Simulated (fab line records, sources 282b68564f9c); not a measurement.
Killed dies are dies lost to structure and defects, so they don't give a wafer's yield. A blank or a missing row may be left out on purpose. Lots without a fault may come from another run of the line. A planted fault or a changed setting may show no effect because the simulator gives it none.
Split-lot experiment | flow rit_cmos | 5 lots, 23 wafers read, on a route of 202 steps

THE SPLIT
At RIT_ACTIVE_OXIDATION_01 (target thk 46.8 nm, ox time 3360 s), the setting ox_time_s was moved away from the recipe's 3360 s on 20 of the 23 wafers read, by -11.3% to +13.6%. The other wafers ran this setting at the recipe's value.

The reading is taken at the split's own step.

THE READING
SiO2_of_ACTIVE_OXIDATION_01.thk_nm (the simulator's own value, which no gauge read), in nm, at RIT_ACTIVE_OXIDATION_01 (target thk 46.8 nm, ox time 3360 s). The file gives no usual value for it. The 3 wafers here that ran the recipe average 47.62 nm, standard deviation 0.1 nm.

wafer  | tool, chamber at the split | ox_time_s as run, s | against the recipe | SiO2_of_ACTIVE_OXIDATION_01.thk_nm, nm | against lot-mates on the recipe
L075.1 | -, -                       | 3113                | -7.4%              | 43.17                                  | no lot-mate on the recipe
L075.2 | -, -                       | 3113                | -7.4%              | 43.51                                  | no lot-mate on the recipe
L075.3 | -, -                       | 3113                | -7.4%              | 43.14                                  | no lot-mate on the recipe
L075.4 | -, -                       | 3113                | -7.4%              | 43.73                                  | no lot-mate on the recipe
L075.6 | -, -                       | 3113                | -7.4%              | 42.59                                  | no lot-mate on the recipe
L076.1 | -, -                       | 2979                | -11.3%             | 44.04                                  | no lot-mate on the recipe
L076.2 | -, -                       | 2979                | -11.3%             | 44.77                                  | no lot-mate on the recipe
L076.4 | -, -                       | 2979                | -11.3%             | 44.28                                  | no lot-mate on the recipe
L076.5 | -, -                       | 2979                | -11.3%             | 44.27                                  | no lot-mate on the recipe
L076.6 | -, -                       | 2979                | -11.3%             | 43.73                                  | no lot-mate on the recipe
L083.1 | furnace-01, 0              | 3360                | recipe             | 47.65                                  | -
L083.4 | furnace-01, 0              | 3360                | recipe             | 47.48                                  | -
L083.6 | furnace-01, 0              | 3360                | recipe             | 47.72                                  | -
L084.1 | -, -                       | 3163                | -5.9%              | 45.46                                  | no lot-mate on the recipe
L084.2 | -, -                       | 3163                | -5.9%              | 45.45                                  | no lot-mate on the recipe
L084.4 | -, -                       | 3163                | -5.9%              | 46.04                                  | no lot-mate on the recipe
L084.5 | -, -                       | 3163                | -5.9%              | 45.11                                  | no lot-mate on the recipe
L084.6 | -, -                       | 3163                | -5.9%              | 46.36                                  | no lot-mate on the recipe
L085.1 | -, -                       | 3818                | +13.6%             | 49.41                                  | no lot-mate on the recipe
L085.2 | -, -                       | 3818                | +13.6%             | 49.86                                  | no lot-mate on the recipe
L085.3 | -, -                       | 3818                | +13.6%             | 50.58                                  | no lot-mate on the recipe
L085.4 | -, -                       | 3818                | +13.6%             | 50.12                                  | no lot-mate on the recipe
L085.6 | -, -                       | 3818                | +13.6%             | 50.01                                  | no lot-mate on the recipe

THE FIT
A straight line over all 23 wafers: SiO2_of_ACTIVE_OXIDATION_01.thk_nm changes by +0.258 nm for each +1% of ox_time_s; r = +0.93; the points scatter about the line by 0.99 nm.
Too few moved wafers have a lot-mate on the recipe to fit a line with each lot's own level taken away.

THE FILE'S OWN FIT
SiO2_of_ACTIVE_OXIDATION_01.thk_nm changes by +0.258 nm for each +1% of ox_time_s, r = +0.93.
